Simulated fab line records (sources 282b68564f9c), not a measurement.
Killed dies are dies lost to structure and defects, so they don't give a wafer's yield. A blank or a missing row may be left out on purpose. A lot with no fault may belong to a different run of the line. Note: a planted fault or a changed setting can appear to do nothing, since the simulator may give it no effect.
fab line records	flow rit-cmos
record lots=6	wafers=18	last-day=7
route steps=202 shown PSD@150 SDANNEAL@153 NSD@158 PLDD@159 NLDD@160 SILICIDE@161 M1@202
lots that met no fault: from a run of the same line without faults
start-h: hours from the record's opening day to when the first of the lot's shown wafers began	wait-h: hours elapsed since this lot's preceding step	" as in the row above	L1.1+2: several wafers, shown together as one row	- no value present, or no start provided	* or withheld: withheld	< > ~ a bound
route shown NAME@n: a module of which the file shows steps, and the number in the route of the first	usual: mean and standard deviation over wafers with no fault	same: alike in all rows	chamber/n: place in a boat	sites: each site's reading	_std_site: the standard deviation of these	_edge_site: the outer-site mean with the inner-site mean subtracted	radius-mm: how far each site lies from the wafer's centre	mask NAME#n: copy n	behind: the tool/chamber that last shaped the wafer	hold: the reason the lot was held/the length of the hold in hours/how it ended	device: names the non-switching transistor (n, p or np)	end of line: tests run on the same wafers once the route is complete	a step given without rows: its recipe and nothing more	killed: dies that structure and defects cost at the first sort, which is not the same as the wafer's yield	map: dies across one wafer; x = killed, . = not, _ = none there
set.NAME: the setting that was run; set.NAME@STEP: the one run at that earlier step	model.NAME: the simulator's own value behind a step, which no gauge read
certain route steps with their lots: each step a table, each wafer a row
services: when a tool's chamber went out of use (start-h, in hours from the record's first day, below 0 if earlier), for how many hours, and the reason
## steps
# step RIT_PSD_IMPLANT_08
# recipe species=BF2	energy-kev=27	dose-cm2=5e+15	tilt-deg=7
# step RIT_PSD_STRIP_09
# recipe chemistry=O2	time-s=180	resist=NOVOLAK	platen-temp-c=withheld	power-w=500	pressure-mtorr=4000	o2-flow-sccm=4000
# usual drypump-motor-current-A=6.0/0.47
lot.wafer	tool	chamber	start-h	wait-h	drypump-motor-current-A	rf-hours-counter-h
L138.2	plasma-asher-02	0	55.01	0.1	5.3	41
L138.3	"	0	"	"	5.3	-
L138.4	"	1	"	"	6.5	-
L139.3	plasma-asher-02	1	62.49	0.1	6.4	-
L139.4	"	0	"	"	5.3	-
L139.5	"	1	"	"	6.5	-
L146.2	plasma-asher-01	1	95.96	0.1	5.9	46
L146.3	"	1	"	"	5.9	-
L146.4	"	0	"	"	6.3	-
L148.2	plasma-asher-02	0	100.92	0.1	5.3	47
L148.3	"	1	"	"	6.5	-
L148.4	"	0	"	"	5.3	-
L153.1	plasma-asher-02	1	128.89	0.1	6.5	51
L153.3	"	1	"	"	6.5	-
L153.4	"	0	"	"	5.3	-
L161.1	plasma-asher-03	1	168.62	0.1	6.3	6
L161.4	"	1	"	"	6.3	-
L161.5	"	1	"	"	6.3	-
# step RIT_PSD_TW_MEAS_10
# usual PSD_TW=3458/37
lot.wafer	tool	chamber	start-h	wait-h	PSD_TW
L138.2	film-metro-02	-	55.19	0.1	3469
L138.3	"	-	"	"	3477
L138.4	"	-	"	"	3476
L139.3	film-metro-01	-	62.63	0.1	3487
L139.4	"	-	"	"	3499
L139.5	"	-	"	"	3506
L146.2	film-metro-01	-	96.14	0.1	3483
L146.3	"	-	"	"	3483
L146.4	"	-	"	"	3461
L148.2	film-metro-01	-	101.11	0.1	3471
L148.3	"	-	"	"	3466
L148.4	"	-	"	"	3449
L153.1	film-metro-01	-	129.07	0.1	3479
L153.3	"	-	"	"	3486
L153.4	"	-	"	"	3466
L161.1	film-metro-02	-	168.80	0.1	3496
L161.4	"	-	"	"	3480
L161.5	"	-	"	"	3484
# step RIT_SDANNEAL_CLEAN_00
# recipe chemistry=SC1	mix=3:3:50	time-s=600	temp-c=75
# step RIT_SDANNEAL_CLEAN_01
# recipe chemistry=dHF	dilution=50:1	time-s=30
# step RIT_SDANNEAL_CLEAN_02
# recipe chemistry=SC2	mix=3:3:50	time-s=600	temp-c=75	dry=n2-spin
# step RIT_SDANNEAL_RTA_03
# recipe temp-c=1050	time-s=5	idle-temp-c=600	ramp-up-c-per-s=342	ramp-down-c-per-s=171	cool-to-c=600	ambient=N2
# usual wafer_temp_C_max=1053.5/1.2
lot.wafer	tool	chamber	start-h	wait-h	wafer_temp_C_max
L138.2	rtp-anneal-02	0	55.63	0.0	1053.3
L138.3	"	0	"	"	1055.8
L138.4	"	0	"	"	1051.8
L139.3	rtp-anneal-02	0	63.08	0.0	1052.8
L139.4	"	0	"	"	1053.5
L139.5	"	0	"	"	1052.9
L146.2	rtp-anneal-02	0	96.59	0.0	1050.6
L146.3	"	0	"	"	1052.2
L146.4	"	0	"	"	1053.1
L148.2	rtp-anneal-02	0	101.55	0.0	1055.4
L148.3	"	0	"	"	1053.2
L148.4	"	0	"	"	1054.2
L153.1	rtp-anneal-01	0	129.51	0.0	1053.0
L153.3	"	0	"	"	1055.1
L153.4	"	0	"	"	1053.2
L161.1	rtp-anneal-01	0	169.23	0.0	1054.5
L161.4	"	0	"	"	1051.7
L161.5	"	0	"	"	1053.1
# step RIT_SDANNEAL_RS_MEAS_04
# recipe thk-meas-gauge=four-point-probe
# usual PSD_RS=115.8/0.33
lot.wafer	tool	chamber	start-h	wait-h	PSD_RS[ohm/sq]
L138.2	film-metro-01	-	55.70	0.1	116.3
L138.3	"	-	"	"	116.2
L138.4	"	-	"	"	115.6
L139.3	film-metro-02	-	63.16	0.1	115.6
L139.4	"	-	"	"	116.0
L139.5	"	-	"	"	115.5
L146.2	film-metro-02	-	96.65	0.1	115.6
L146.3	"	-	"	"	115.5
L146.4	"	-	"	"	115.8
L148.2	film-metro-02	-	101.62	0.1	115.8
L148.3	"	-	"	"	115.7
L148.4	"	-	"	"	115.8
L153.1	film-metro-01	-	129.57	0.0	115.4
L153.3	"	-	"	"	115.1
L153.4	"	-	"	"	115.1
L161.1	film-metro-03	-	169.28	0.0	115.7
L161.4	"	-	"	"	116.0
L161.5	"	-	"	"	115.8
# step RIT_SDANNEAL_RS_MEAS_05
# recipe thk-meas-gauge=four-point-probe
# usual NSD_RS=84.54/0.28
lot.wafer	tool	chamber	start-h	wait-h	NSD_RS[ohm/sq]
L138.2	film-metro-01	-	55.82	0.1	84.73
L138.3	"	-	"	"	84.57
L138.4	"	-	"	"	84.57
L139.3	film-metro-02	-	63.28	0.1	84.46
L139.4	"	-	"	"	84.05
L139.5	"	-	"	"	83.98
L146.2	film-metro-02	-	96.77	0.1	84.75
L146.3	"	-	"	"	84.95
L146.4	"	-	"	"	84.92
L148.2	film-metro-02	-	101.74	0.1	84.82
L148.3	"	-	"	"	85.15
L148.4	"	-	"	"	84.92
L153.1	film-metro-01	-	129.69	0.1	84.52
L153.3	"	-	"	"	84.47
L153.4	"	-	"	"	84.64
L161.1	film-metro-03	-	169.40	0.1	84.06
L161.4	"	-	"	"	84.35
L161.5	"	-	"	"	83.99
# step RIT_SDANNEAL_RS_MEAS_06
# recipe thk-meas-gauge=four-point-probe
# usual PLDD_RS=178.6/0.53
lot.wafer	tool	chamber	start-h	wait-h	PLDD_RS[ohm/sq]
L138.2	film-metro-01	-	55.94	0.1	178.9
L138.3	"	-	"	"	178.8
L138.4	"	-	"	"	179.2
L139.3	film-metro-02	-	63.40	0.1	178.1
L139.4	"	-	"	"	177.9
L139.5	"	-	"	"	177.8
L146.2	film-metro-02	-	96.89	0.1	179.6
L146.3	"	-	"	"	179.6
L146.4	"	-	"	"	179.3
L148.2	film-metro-02	-	101.86	0.1	177.5
L148.3	"	-	"	"	177.3
L148.4	"	-	"	"	177.4
L153.1	film-metro-01	-	129.81	0.1	178.4
L153.3	"	-	"	"	177.7
L153.4	"	-	"	"	178.0
L161.1	film-metro-03	-	169.52	0.1	178.4
L161.4	"	-	"	"	179.0
L161.5	"	-	"	"	179.2
# step RIT_SDANNEAL_RS_MEAS_07
# recipe thk-meas-gauge=four-point-probe
# usual NLDD_RS=151.6/0.58
lot.wafer	tool	chamber	start-h	wait-h	NLDD_RS[ohm/sq]
L138.2	film-metro-01	-	56.06	0.1	152.3
L138.3	"	-	"	"	152.2
L138.4	"	-	"	"	152.5
L139.3	film-metro-02	-	63.52	0.1	150.5
L139.4	"	-	"	"	150.3
L139.5	"	-	"	"	150.0
L146.2	film-metro-02	-	97.01	0.1	151.8
L146.3	"	-	"	"	151.9
L146.4	"	-	"	"	151.9
L148.2	film-metro-02	-	101.98	0.1	152.0
L148.3	"	-	"	"	152.0
L148.4	"	-	"	"	151.9
L153.1	film-metro-01	-	129.93	0.1	151.4
L153.3	"	-	"	"	151.6
L153.4	"	-	"	"	152.3
L161.1	film-metro-03	-	169.64	0.1	151.6
L161.4	"	-	"	"	151.7
L161.5	"	-	"	"	151.5
# step RIT_SILICIDE_WET_ETCH_00
# recipe chemistry=BOE	target=SiO2	target-depth-nm=14	time-s=15	dry=n2-spin	dilution=10:1	temp-c=21.5
# step RIT_SILICIDE_SPUTTER_01
# recipe material=Ti	target-thk-nm=30	power-w=350	chamber-pressure-pa=0.667	gas=Ar	time-s=240	substrate-temp-c=25
# usual throttle-valve-pct=30.1/0.83
lot.wafer	tool	chamber	start-h	wait-h	throttle-valve-pct	model.Ti_of_SILICIDE_SPUTTER_01.thk-nm
L138.2	pvd-sputter-01	-	56.17	0.0	30.1	29.6
L138.3	"	-	"	"	28.7	30.22
L138.4	"	-	"	"	30.2	30.16
L139.3	pvd-sputter-02	-	63.61	0.0	30.0	30.33
L139.4	"	-	"	"	30.5	30.26
L139.5	"	-	"	"	31.8	30.11
L146.2	pvd-sputter-01	-	97.13	0.0	30.8	54.25
L146.3	"	-	"	"	28.4	54.21
L146.4	"	-	"	"	30.2	53.94
L148.2	pvd-sputter-01	-	102.09	0.0	30.2	53.54
L148.3	"	-	"	"	30.1	53.27
L148.4	"	-	"	"	30.5	53.74
L153.1	pvd-sputter-03	-	130.06	0.0	30.9	30.22
L153.3	"	-	"	"	29.8	29.76
L153.4	"	-	"	"	29.3	30.03
L161.1	pvd-sputter-03	-	169.78	0.0	29.7	30.27
L161.4	"	-	"	"	30.9	30.78
L161.5	"	-	"	"	31.3	30.86
# step RIT_SILICIDE_RS_MEAS_02
# recipe thk-meas-gauge=four-point-probe	reads=Ti_of_SILICIDE_SPUTTER_01
# usual SILICIDE_TI_RS=47.8/0.75
lot.wafer	tool	chamber	start-h	wait-h	SILICIDE_TI_RS[ohm/sq]
L138.2	film-metro-03	-	56.34	0.1	48.9
L138.3	"	-	"	"	47.6
L138.4	"	-	"	"	47.7
L139.3	film-metro-03	-	63.80	0.1	47.3
L139.4	"	-	"	"	47.4
L139.5	"	-	"	"	47.7
L146.2	film-metro-02	-	97.30	0.1	23.0
L146.3	"	-	"	"	23.1
L146.4	"	-	"	"	23.2
L148.2	film-metro-03	-	102.26	0.1	23.5
L148.3	"	-	"	"	23.6
L148.4	"	-	"	"	23.4
L153.1	film-metro-04	-	130.21	0.1	47.5
L153.3	"	-	"	"	48.3
L153.4	"	-	"	"	47.8
L161.1	film-metro-02	-	169.93	0.1	47.2
L161.4	"	-	"	"	46.4
L161.5	"	-	"	"	46.0
# step RIT_SILICIDE_THK_MEAS_03
# recipe thk-meas-gauge=xrf	reads=Ti_of_SILICIDE_SPUTTER_01
# usual SILICIDE_TI_THK=30.0/0.45
lot.wafer	tool	chamber	start-h	wait-h	SILICIDE_TI_THK[nm]
L138.2	film-metro-03	-	56.45	0.1	29.7
L138.3	"	-	"	"	30.2
L138.4	"	-	"	"	30.1
L139.3	film-metro-03	-	63.90	0.1	30.3
L139.4	"	-	"	"	30.3
L139.5	"	-	"	"	30.1
L146.2	film-metro-02	-	97.41	0.1	54.4
L146.3	"	-	"	"	54.2
L146.4	"	-	"	"	54.2
L148.2	film-metro-03	-	102.37	0.1	53.2
L148.3	"	-	"	"	52.7
L148.4	"	-	"	"	53.3
L153.1	film-metro-04	-	130.33	0.1	30.2
L153.3	"	-	"	"	29.7
L153.4	"	-	"	"	30.0
L161.1	film-metro-02	-	170.05	0.1	30.5
L161.4	"	-	"	"	30.8
L161.5	"	-	"	"	31.1
# step RIT_SILICIDE_RTA_04
# recipe temp-c=650	time-s=10	idle-temp-c=25	ramp-up-s=5	ramp-down-s=5	cool-to-c=25	ambient=N2
# usual wafer_temp_C_max=654.1/1.4
lot.wafer	tool	chamber	start-h	wait-h	wafer_temp_C_max
L138.2	rtp-anneal-02	0	56.52	0.1	654.1
L138.3	"	0	"	"	655.9
L138.4	"	0	"	"	655.6
L139.3	rtp-anneal-02	0	63.97	0.1	655.1
L139.4	"	0	"	"	657.8
L139.5	"	0	"	"	655.3
L146.2	rtp-anneal-01	0	97.47	0.1	653.3
L146.3	"	0	"	"	652.9
L146.4	"	0	"	"	652.2
L148.2	rtp-anneal-01	0	102.44	0.1	653.6
L148.3	"	0	"	"	652.1
L148.4	"	0	"	"	652.4
L153.1	rtp-anneal-02	0	130.39	0.1	654.2
L153.3	"	0	"	"	657.1
L153.4	"	0	"	"	656.0
L161.1	rtp-anneal-02	0	170.11	0.1	654.5
L161.4	"	0	"	"	656.2
L161.5	"	0	"	"	654.9
# step RIT_M1_PROBE_99
# usual killed_at_M0_to_M3=0.0/0.23	killed-at-contacts=0.1/0.34	killed-at-front-end=6.9/2.8	killed-dies=7.1/2.8	killed-open=3.4/1.9	killed-short=3.6/1.7
# same gross-dies=264	killed_at_M4_up=0	killed-at-back-side=0	killed-at-other=0
lot.wafer	tool	chamber	start-h	wait-h	killed_at_M0_to_M3	killed-at-contacts	killed-at-front-end	killed-dies	killed-open	killed-short	model.etest.nmos_0p3.r-on-ohm-um	model.etest.nmos_0p15.r-on-ohm-um	model.etest.contact-pplus.end-ohm-um	model.etest.contact-nplus.end-ohm-um	model.etest.npoly-line.line-ohm-um	model.etest.ppoly-line.line-ohm-um	model.etest.ppoly-line.width-nm	model.etest.npoly-line.width-nm
L138.2	prober-01	-	63.56	0.1	0	0	10	10	5	5	2084	1082	41.45	41.24	178.6	170	99.33	98.31
L138.3	prober-01	-	63.61	0.2	0	0	10	10	5	5	2073	1050	41.8	41.92	179.4	169.7	96.76	95.32
L138.4	prober-01	-	63.66	0.2	0	0	11	11	7	4	2068	1079	42.42	42.05	176.1	172.6	96.58	95.92
L139.3	prober-02	-	70.96	0.2	0	0	5	5	1	4	2121	1106	43.69	42.14	166.7	159.7	102.5	101
L139.4	prober-02	-	71.01	0.2	0	1	3	4	3	1	2121	1088	43.03	40.72	165.4	155.9	102.9	102
L139.5	prober-02	-	71.06	0.2	0	0	2	2	0	2	2081	1074	41.74	41.29	171	163.3	101	100.3
L146.2	prober-01	-	104.30	0.1	1	0	11	12	7	5	2253	1203	73.98	70.22	143.8	139.4	90.95	91.13
L146.3	prober-01	-	104.35	0.2	0	1	6	7	3	4	2235	1172	72.47	69.57	148.1	144.7	88.87	88.19
L146.4	prober-01	-	104.40	0.2	0	0	4	4	2	2	2269	1205	73.83	69.92	143.9	140.9	90.31	89.4
L148.2	prober-01	-	109.34	0.1	0	0	6	6	4	2	2286	1239	73.86	69.7	139.9	135.7	94.64	93.66
L148.3	prober-01	-	109.39	0.2	2	0	7	9	5	2	2326	1275	72.25	70.31	137.6	134.1	94.26	93.43
L148.4	prober-01	-	109.44	0.2	0	1	5	6	3	2	2301	1242	73.23	69.63	136.7	131.4	94.62	94.34
L153.1	prober-02	-	137.26	0.1	0	0	6	6	2	4	2249	1158	44.94	41.52	166.9	159.9	101.9	101
L153.3	prober-02	-	137.36	0.2	0	0	4	4	1	3	2220	1153	44.35	40.78	162.6	155.8	105.5	104.6
L153.4	prober-02	-	137.41	0.2	0	0	6	6	2	4	2207	1148	45.02	41.58	165.1	161.6	102.4	102.1
L161.1	prober-01	-	176.67	0.1	0	0	7	7	4	3	2153	1138	44.64	41.57	161.8	157	104.4	103.3
L161.4	prober-01	-	176.82	0.2	0	0	8	8	6	2	2174	1145	44.51	41.72	164.9	158.3	102.2	101
L161.5	prober-01	-	176.87	0.2	0	0	13	13	6	7	2152	1095	44.06	43.09	167.6	161.9	100.4	100
# killed by level:class
L138.2 GATE:geometric-particle:open=3 REOX:geometric-particle:open=2 SPACER:geometric-particle:short=2 SILICIDE:geometric-particle:short=2 REOX:geometric-particle:short=1
L138.3 GATE:geometric-particle:open=3 GATE:geometric-particle:short=2 SILICIDE:geometric-particle:open=2 FOX1:geometric-particle:short=1 REOX:geometric-particle:short=1 SPACER:geometric-particle:short=1
L138.4 REOX:geometric-particle:short=3 SILICIDE:geometric-particle:open=3 GATE:geometric-particle:open=2 REOX:geometric-particle:open=1 SPACER:geometric-particle:open=1 SPACER:geometric-particle:short=1
L139.3 GATE:geometric-particle:short=2 FOX1:geometric-particle:short=1 FOX1:geometric-particle:open=1 SPACER:geometric-particle:short=1
L139.4 GATE:geometric-particle:short=1 GATE:geometric-particle:open=1 REOX:geometric-particle:open=1 CONTACT:geometric-particle:open=1
L139.5 GATE:geometric-particle:short=1 SPACER:geometric-particle:short=1
L146.2 FOX2:geometric-particle:open=2 FOX2:geometric-particle:short=2 GATE:geometric-particle:open=2 SPACER:geometric-particle:open=2 SILICIDE:geometric-particle:short=2 SILICIDE:geometric-particle:open=1 M1:geometric-particle:short=1
L146.3 FOX2:geometric-particle:open=1 GATE:geometric-particle:open=1 REOX:geometric-particle:short=1 SPACER:geometric-particle:short=1 SILICIDE:geometric-particle:open=1 SILICIDE:geometric-particle:short=1 CONTACT:geometric-particle:short=1
L146.4 REOX:geometric-particle:open=1 REOX:geometric-particle:short=1 SPACER:geometric-particle:open=1 SPACER:geometric-particle:short=1
L148.2 FOX1:geometric-particle:open=2 GATE:geometric-particle:open=2 REOX:geometric-particle:short=1 SILICIDE:geometric-particle:short=1
L148.3 SPACER:geometric-particle:open=4 M1:coat-microbubble-printed=2 FOX2:geometric-particle:short=1 GATE:geometric-particle:open=1 SPACER:geometric-particle:short=1
L148.4 SPACER:geometric-particle:open=2 FOX2:geometric-particle:short=1 REOX:geometric-particle:open=1 SPACER:geometric-particle:short=1 CONTACT:coat-microbubble-printed=1
L153.1 SPACER:geometric-particle:short=2 GATE:geometric-particle:open=1 REOX:geometric-particle:short=1 SPACER:geometric-particle:open=1 SILICIDE:geometric-particle:short=1
L153.3 FOX2:geometric-particle:short=2 GATE:geometric-particle:short=1 REOX:geometric-particle:open=1
L153.4 SILICIDE:geometric-particle:short=2 FOX1:geometric-particle:open=1 GATE:geometric-particle:short=1 GATE:geometric-particle:open=1 SPACER:geometric-particle:short=1
L161.1 GATE:geometric-particle:short=2 FOX1:geometric-particle:open=1 FOX1:geometric-particle:short=1 REOX:geometric-particle:open=1 SPACER:geometric-particle:open=1 SILICIDE:geometric-particle:open=1
L161.4 REOX:geometric-particle:open=2 SILICIDE:geometric-particle:open=2 FOX1:geometric-particle:open=1 FOX1:geometric-particle:short=1 GATE:geometric-particle:open=1 SILICIDE:geometric-particle:short=1
L161.5 GATE:geometric-particle:short=3 GATE:geometric-particle:open=3 FOX1:geometric-particle:open=2 FOX2:geometric-particle:short=2 FOX1:geometric-particle:short=1 REOX:geometric-particle:open=1 REOX:geometric-particle:short=1
## services
tool	chamber	start-h	hours	kind
plasma-asher-02	-	40.67	2.8	pm
rtp-anneal-01	-	42.46	24.4	pm
plasma-asher-03	-	57.75	28.1	pm
pvd-sputter-03	-	69.20	2.3	repair
plasma-asher-03	-	105.49	1.6	repair
plasma-asher-03	-	108.75	9.0	pm
plasma-asher-03	0	108.75	9.0	vent-cycle
plasma-asher-03	1	108.75	9.0	vent-cycle
plasma-asher-01	-	111.83	4.1	repair
plasma-asher-03	0	117.75	-	clean
plasma-asher-03	1	117.75	-	clean
rtp-anneal-02	-	160.64	4.9	pm
## key
first-sign step=RIT_SILICIDE_RS_MEAS_02	reading=SILICIDE_TI_RS	direction=down	sigmas=33	usual=47.8	struck=23.3
effect step=RIT_SILICIDE_THK_MEAS_03	reading=SILICIDE_TI_THK	direction=up	sigmas=53	usual=30.0	struck=53.7
model-effect step=RIT_SILICIDE_SPUTTER_01	value=Ti_of_SILICIDE_SPUTTER_01.thk-nm	without=29.67	struck=53.82
model-effect step=RIT_M1_PROBE_99	value=etest.nmos_0p3.r-on-ohm-um	without=2189	struck=2278
met-at RIT_SILICIDE_SPUTTER_01
struck-wafers L146.2,L146.3,L146.4,L148.2,L148.3,L148.4
tester-left-out L146,L148
onset-between 56.17 97.13
also-fits RIT_SDANNEAL_RTA_03:rtp-anneal-02
fault kind=process-parameter-drift	tool=pvd-sputter-01	chamber=-	onset-h=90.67	steps=RIT_SILICIDE_SPUTTER_01	channel=target-thk-nm	offset=24.151	shape=step	end-h=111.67	stated=30
# tester-left-out: of these lots the tester's yield and bins aren't shown, on N5 and GAA mostly nor the transistor test; their killed dies are dies lost to structure and defects alone, not to doping, threshold or leakage, so they don't give the yield
